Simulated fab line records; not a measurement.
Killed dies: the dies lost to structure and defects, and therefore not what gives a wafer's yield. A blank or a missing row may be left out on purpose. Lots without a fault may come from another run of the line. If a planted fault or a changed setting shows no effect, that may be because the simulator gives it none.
The tool behind it: which one? -- flow berkeleyCmos170 -- Sampling: 13 lots, 39 wafers, 6 of 331 route steps

WHAT THE GAUGES SHOWED, per wafer
UCB170_V2_CD_MEAS_12: target cd 700 nm.
lot,measured,on,cdNm (nm)
L246,day 8 20:05,cdSem-01,701.1 700.7 702.2
L248,day 8 21:29,cdSem-01,702.1 702.3 703.0
L249,day 8 23:49,cdSem-01,698.5 698.5 699.8
L247,day 8 23:49,cdSem-02,699.8 700.8 699.0
L251,day 9 13:34,cdSem-01,703.0 704.9 702.1
L250,day 9 15:17,cdSem-02,700.9 700.4 701.4
L252,day 10 11:02,cdSem-02,699.6 700.5 699.7
L253,day 10 13:52,cdSem-01,697.7 697.0 698.0
L262,day 12 13:20,cdSem-01,699.4 701.7 701.3
L267,day 13 12:46,cdSem-02,700.4 699.3 700.0
L268,day 13 14:38,cdSem-02,699.9 700.2 698.9
L265,day 13 14:40,cdSem-01,699.7 700.8 700.4
L269,day 13 21:14,cdSem-02,699.8 700.0 700.6

UCB170_M3_CD_MEAS_90: target cd 700 nm.
lot,measured,on,cdNm (nm)
L246,day 8 23:05,cdSem-02,701.5 702.3 699.2
L248,day 9 00:34,cdSem-01,695.7 694.6 699.2
L249,day 9 03:22,cdSem-02,703.7 698.8 707.0
L247,day 9 03:29,cdSem-01,704.2 701.9 705.2
L251,day 9 17:06,cdSem-02,701.8 703.0 702.0
L250,day 9 18:37,cdSem-01,704.2 704.4 703.6
L252,day 10 14:30,cdSem-01,704.1 702.2 699.1
L253,day 10 17:21,cdSem-02,703.0 699.8 701.7
L262,day 12 17:52,cdSem-02,681.3 681.5 699.1
L267,day 13 16:09,cdSem-02,696.6 703.2 697.7
L268,day 13 17:58,cdSem-01,705.9 699.9 703.6
L265,day 13 18:31,cdSem-01,697.3 697.5 699.5
L269,day 14 00:49,cdSem-02,700.4 697.8 696.3

WHAT TOOL EACH LOT RAN ON (gives the tool, then ch and the chambers of the sampled wafers, and finally the start)
lot,UCB170_V2_CMP_02,UCB170_V2_STRIP_15,UCB170_M3_METAL_ETCH_18,UCB170_M3_STRIP_19
L246,"cmp-01 ch 0,1,2, day 8 18:40","plasmaAsher-01 ch 0,1, day 8 20:25","rieMetal-03 ch 0,1, day 8 22:46","plasmaAsher-01 ch 0,1, day 8 22:58"
L248,"cmp-02 ch 0,2, day 8 19:41","plasmaAsher-03 ch 0, day 8 21:48","rieMetal-02 ch 1, day 9 00:16","plasmaAsher-01 ch 0,1, day 9 00:26"
L249,"cmp-01 ch 1,2,3, day 8 21:53","plasmaAsher-03 ch 0,1, day 9 00:08","rieMetal-01 ch 0,1, day 9 03:07","plasmaAsher-01 ch 0,1, day 9 03:16"
L247,"cmp-02 ch 0,2,3, day 8 22:07","plasmaAsher-02 ch 0,1, day 9 00:09","rieMetal-03 ch 0,1, day 9 03:12","plasmaAsher-02 ch 0,1, day 9 03:23"
L251,"cmp-01 ch 1,2, day 9 12:04","plasmaAsher-01 ch 0,1, day 9 13:52","rieMetal-03 ch 1, day 9 16:45","plasmaAsher-01 ch 0,1, day 9 16:58"
L250,"cmp-02 ch 1,2,3, day 9 13:34","plasmaAsher-03 ch 0,1, day 9 15:37","rieMetal-02 ch 0,1, day 9 18:19","plasmaAsher-01 ch 0,1, day 9 18:31"
L252,"cmp-02 ch 1,2, day 10 09:22","plasmaAsher-03 ch 0,1, day 10 11:21","rieMetal-03 ch 0,1, day 10 14:11","plasmaAsher-02 ch 0,1, day 10 14:23"
L253,"cmp-01 ch 1,2, day 10 12:01","plasmaAsher-03 ch 0,1, day 10 14:11","rieMetal-03 ch 0,1, day 10 17:04","plasmaAsher-02 ch 0,1, day 10 17:14"
L262,"cmp-02 ch 0,2,3, day 12 08:59","plasmaAsher-03 ch 0, day 12 13:40","rieMetal-02 ch 0,1, day 12 17:35","plasmaAsher-04 ch 0,1, day 12 17:46"
L267,"cmp-02 ch 1,2,3, day 13 09:50","plasmaAsher-02 ch 0,1, day 13 13:06","rieMetal-01 ch 0,1, day 13 15:52","plasmaAsher-02 ch 0,1, day 13 16:03"
L268,"cmp-01 ch 1,2,3, day 13 11:58","plasmaAsher-03 ch 0,1, day 13 14:58","rieMetal-03 ch 0,1, day 13 17:40","plasmaAsher-01 ch 0,1, day 13 17:52"
L265,"cmp-01 ch 0,1,2, day 13 12:59","plasmaAsher-01 ch 0,1, day 13 14:59","rieMetal-01 ch 1, day 13 18:13","plasmaAsher-04 ch 1, day 13 18:23"
L269,"cmp-01 ch 0,1,3, day 13 19:26","plasmaAsher-03 ch 0,1, day 13 21:35","rieMetal-01 ch 0,1, day 14 00:31","plasmaAsher-04 ch 0,1, day 14 00:43"
- UCB170_V2_CMP_02: polishes SiO2.
- UCB170_V2_STRIP_15: strips in O2.
- UCB170_M3_METAL_ETCH_18: etches Al in Cl2/BCl3, stops on SiO2, target depth 1170 nm, time 195 s.
- UCB170_M3_STRIP_19: strips in O2.

AS READ BY THE TOOLS THEMSELVES (means over the sampled wafers that have a number; for cases with no such wafer, the mark the record gives instead)
UCB170_V2_CMP_02.
lot,tool,motorCurrentA (A),platenRpm (rpm),slurryFlowMlMin
L246,cmp-01,16.3,59.93,150.2
L248,cmp-02,16.8,59.97,150.5
L249,cmp-01,15.6,60.00,150.0
L247,cmp-02,16.7,59.99,149.8
L251,cmp-01,17.0,60.03,150.5
L250,cmp-02,16.4,60.01,150.1
L252,cmp-02,17.1,60.04,150.2
L253,cmp-01,17.1,59.98,149.9
L262,cmp-02,16.8,59.98,150.2
L267,cmp-02,16.8,59.98,149.8
L268,cmp-01,15.0,60.05,149.8
L265,cmp-01,16.2,59.96,150.0
L269,cmp-01,14.7,60.01,149.9

UCB170_V2_STRIP_15.
lot,tool,drypumpMotorCurrentA (A),o2FlowSccm (sccm),oesProductAu (a.u.),stripTimeToEndpointS (s)
L246,plasmaAsher-01,5.7,400.0,0.719,15.41
L248,plasmaAsher-03,5.4,401.1,0.721,15.36
L249,plasmaAsher-03,5.5,399.0,0.721,15.20
L247,plasmaAsher-02,5.7,399.9,0.725,15.42
L251,plasmaAsher-01,5.6,399.8,0.729,15.41
L250,plasmaAsher-03,5.5,401.4,0.721,15.35
L252,plasmaAsher-03,5.5,400.0,0.724,15.29
L253,plasmaAsher-03,5.5,399.7,0.719,15.41
L262,plasmaAsher-03,5.4,402.9,0.717,15.32
L267,plasmaAsher-02,6.1,400.6,0.724,15.46
L268,plasmaAsher-03,5.5,399.4,0.720,15.34
L265,plasmaAsher-01,5.6,399.9,0.721,15.27
L269,plasmaAsher-03,5.5,400.4,0.721,15.38

UCB170_M3_METAL_ETCH_18.
lot,tool,drypumpMotorCurrentA (A),oesProductAu (a.u.),rfFwdPowerW (W),throttleValvePct (%)
L246,rieMetal-03,5.9,0.850,596.4,24.35
L248,rieMetal-02,5.0,0.856,598.2,24.25
L249,rieMetal-01,5.6,0.847,599.4,24.56
L247,rieMetal-03,5.9,0.838,598.2,24.33
L251,rieMetal-03,6.1,0.847,597.7,24.50
L250,rieMetal-02,5.3,0.855,601.1,24.33
L252,rieMetal-03,5.9,0.835,600.4,24.32
L253,rieMetal-03,5.9,0.831,597.4,24.33
L262,rieMetal-02,5.3,0.866,758.1,24.32
L267,rieMetal-01,5.5,0.856,597.6,24.41
L268,rieMetal-03,5.9,0.839,597.9,24.31
L265,rieMetal-01,5.5,0.849,599.5,24.27
L269,rieMetal-01,5.5,0.856,599.3,24.41

UCB170_M3_STRIP_19.
lot,tool,drypumpMotorCurrentA (A),o2FlowSccm (sccm),oesProductAu (a.u.)
L246,plasmaAsher-01,5.7,400.9,0.557
L248,plasmaAsher-01,5.6,401.3,0.546
L249,plasmaAsher-01,5.6,400.0,0.560
L247,plasmaAsher-02,5.6,400.0,0.551
L251,plasmaAsher-01,5.6,400.8,0.555
L250,plasmaAsher-01,5.6,399.8,0.556
L252,plasmaAsher-02,5.7,401.1,0.551
L253,plasmaAsher-02,5.7,399.9,0.550
L262,plasmaAsher-04,5.5,400.9,0.390
L267,plasmaAsher-02,5.7,399.9,0.538
L268,plasmaAsher-01,5.6,399.3,0.550
L265,plasmaAsher-04,5.6,399.9,0.541
L269,plasmaAsher-04,5.5,400.1,0.537

THE ANSWER, worked out from the rows above alone
Rule: the lots themselves supply what counts as usual. The widest of any qualifying gaps counts: lots, ordered by their means at a reading, are off when they make up no more than a third of the lots, leave a main group of 4 or more, and stand apart from it by 3 or more times the standard deviation of that group's means. The tables above print the reading to a certain number of digits; a main group whose means all agree to those digits is not used. Also off: a lot with no number at a reading for which 4 or more lots have one. Where the step has rows for the other lots, those lots are counted as sound. The gauges are gone through in route order, then the tools' own readings, and for those a lot's mean is taken as printed above. At the first step where some lot is off, the reading lying furthest off is the one used; lots without a number count as furthest.
Off: L262 (UCB170_M3_CD_MEAS_90, cdNm). For the main group the mean is 701.1 nm and the standard deviation 2.4.
A tool fits if, at a process step before that reading, it ran every lot that is off, and no sound lot after the first of them. Not tried: the gauges at UCB170_M3_CD_MEAS_90; whatever is off there is also off at UCB170_M3_METAL_ETCH_18, on other tools, and gauge error can't account for it. One fits: UCB170_M3_METAL_ETCH_18 on rieMetal-02. Its last sound lot is L250 (day 9 18:19), its first lot that is off L262 (day 12 17:35): a fault that began between those two fits.
On the lots that are off, the tool's own readings at UCB170_M3_METAL_ETCH_18 differ by more than 5 times the standard deviation of the sound lots' means, which bears it out; rfFwdPowerW reads 758.1 W there versus 598.6 W on the sound lots.

WHAT HAD BEEN PUT IN BY THE SIMULATOR
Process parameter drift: rieMetal-02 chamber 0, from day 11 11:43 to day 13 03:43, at UCB170_M3_METAL_ETCH_18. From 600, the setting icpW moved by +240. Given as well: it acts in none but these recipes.
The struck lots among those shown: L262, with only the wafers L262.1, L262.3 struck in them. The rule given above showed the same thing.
